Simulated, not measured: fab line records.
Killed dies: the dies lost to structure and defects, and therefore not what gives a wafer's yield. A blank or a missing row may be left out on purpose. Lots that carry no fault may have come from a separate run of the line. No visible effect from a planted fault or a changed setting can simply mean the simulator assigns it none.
Which tool was responsible?    flow rit cmos    39 wafers from 13 lots sampled at 3 of the route's 202 steps

== WHAT EACH GAUGE READ, for each wafer ==
RIT_SILICIDE_RS_MEAS_02: measures by four-point-probe.
lot   measured     on             SILICIDE_TI_RS (ohm/sq)
L120  day 3 05:44  film metro-01  48.2 47.4 47.8
L121  day 3 12:34  film metro-03  46.4 48.2 46.5
L122  day 3 19:10  film metro-01  48.1 47.9 47.8
L123  day 3 22:07  film metro-03  48.4 47.6 47.3
L124  day 4 02:58  film metro-01  47.5 47.1 48.0
L126  day 4 11:46  film metro-02  28.4 47.6 48.0 28.5 48.0 48.5
L133  day 6 01:58  film metro-01  48.6 48.4 48.5
L137  day 6 19:22  film metro-01  47.4 48.5 46.9
L139  day 7 04:50  film metro-02  46.7 46.4 46.6
L140  day 7 11:22  film metro-03  47.6 48.0 47.5
L141  day 7 13:27  film metro-02  49.4 48.6 48.7
L142  day 7 18:17  film metro-01  46.9 48.6 48.5
L143  day 8 00:40  film metro-03  48.1 48.0 48.1

RIT_SILICIDE_THK_MEAS_03: measures by xrf.
lot   measured     on             SILICIDE_TI_THK (nm)
L120  day 3 05:51  film metro-01  29.8 30.3 30.0
L121  day 3 12:41  film metro-03  30.8 29.8 30.7
L122  day 3 19:17  film metro-01  29.8 30.0 30.0
L123  day 3 22:14  film metro-03  29.7 30.3 30.2
L124  day 4 03:04  film metro-01  30.1 30.3 29.8
L126  day 4 18:49  film metro-02  45.5 30.0 29.9 45.5 30.0 29.9
L133  day 6 02:05  film metro-01  29.5 29.8 29.7
L137  day 6 19:28  film metro-01  30.3 29.7 30.7
L139  day 7 04:56  film metro-02  30.6 30.7 30.6
L140  day 7 11:29  film metro-03  30.3 30.1 30.4
L141  day 7 13:34  film metro-02  29.1 29.5 29.6
L142  day 7 18:23  film metro-01  30.5 29.6 29.7
L143  day 8 00:47  film metro-03  30.0 29.9 30.1

== EACH LOT AND THE TOOL THAT RAN IT (in order: tool; ch and the chambers of the sampled wafers; start) ==
lot   RIT_SILICIDE_SPUTTER_01
L120  pvd sputter-03, day 3 05:35
L121  pvd sputter-04, day 3 12:24
L122  pvd sputter-03, day 3 19:01
L123  pvd sputter-04, day 3 21:58
L124  pvd sputter-03, day 4 02:46
L126  pvd sputter-03, day 4 11:37
L133  pvd sputter-04, day 6 01:49
L137  pvd sputter-04, day 6 19:11
L139  pvd sputter-04, day 7 04:39
L140  pvd sputter-01, day 7 11:13
L141  pvd sputter-03, day 7 13:18
L142  pvd sputter-01, day 7 18:07
L143  pvd sputter-03, day 8 00:31
- RIT_SILICIDE_SPUTTER_01: material Ti, target thk 30 nm, time 240 s.

== WHAT THE TOOLS THEMSELVES READ (means of the sampled wafers that have a number; where no wafer has one, the mark that the record gives instead) ==
RIT_SILICIDE_SPUTTER_01.
lot   tool            cathode dc power W (W)  throttle valve pct (%)
L120  pvd sputter-03  350.02                  30.1
L121  pvd sputter-04  349.95                  29.0
L122  pvd sputter-03  349.94                  29.7
L123  pvd sputter-04  349.99                  29.3
L124  pvd sputter-03  349.93                  29.4
L126  pvd sputter-03  349.97                  29.2
L133  pvd sputter-04  350.01                  29.9
L137  pvd sputter-04  349.92                  29.3
L139  pvd sputter-04  350.05                  29.5
L140  pvd sputter-01  350.02                  31.2
L141  pvd sputter-03  349.92                  29.9
L142  pvd sputter-01  349.97                  31.2
L143  pvd sputter-03  350.00                  30.1

== THE ANSWER, worked out from the rows above alone ==
Rule: usual is defined by the lots themselves. The widest of any qualifying gaps counts: lots, ordered by their means at a reading, are off when they make up no more than a third of the lots, leave a main group of 4 or more, and stand apart from it by 3 or more times the standard deviation of that group's means. If all means in a main group match to the digits the tables above print for the reading, that group is not used. A lot without any number at a reading at which 4 lots or more have one is off too. The other lots that the step has rows for count as sound. After the gauges, taken in route order, come the tools' own readings; for these a lot's mean is taken, as printed above. The first step at which some lot is off is used, and at that step the reading that is off furthest; a lot without a number counts as furthest.
Off: at RIT_SILICIDE_RS_MEAS_02 (SILICIDE_TI_RS), L126. For the main group the mean is 47.8 ohm/sq and the standard deviation 0.58.
A tool fits if, at a process step before that reading, it ran every lot that is off, and no sound lot after the first of them. The gauges at RIT_SILICIDE_RS_MEAS_02 are tried like those tools. Of those tried, none fits.

== WHAT THE SIMULATOR HAD INSERTED ==
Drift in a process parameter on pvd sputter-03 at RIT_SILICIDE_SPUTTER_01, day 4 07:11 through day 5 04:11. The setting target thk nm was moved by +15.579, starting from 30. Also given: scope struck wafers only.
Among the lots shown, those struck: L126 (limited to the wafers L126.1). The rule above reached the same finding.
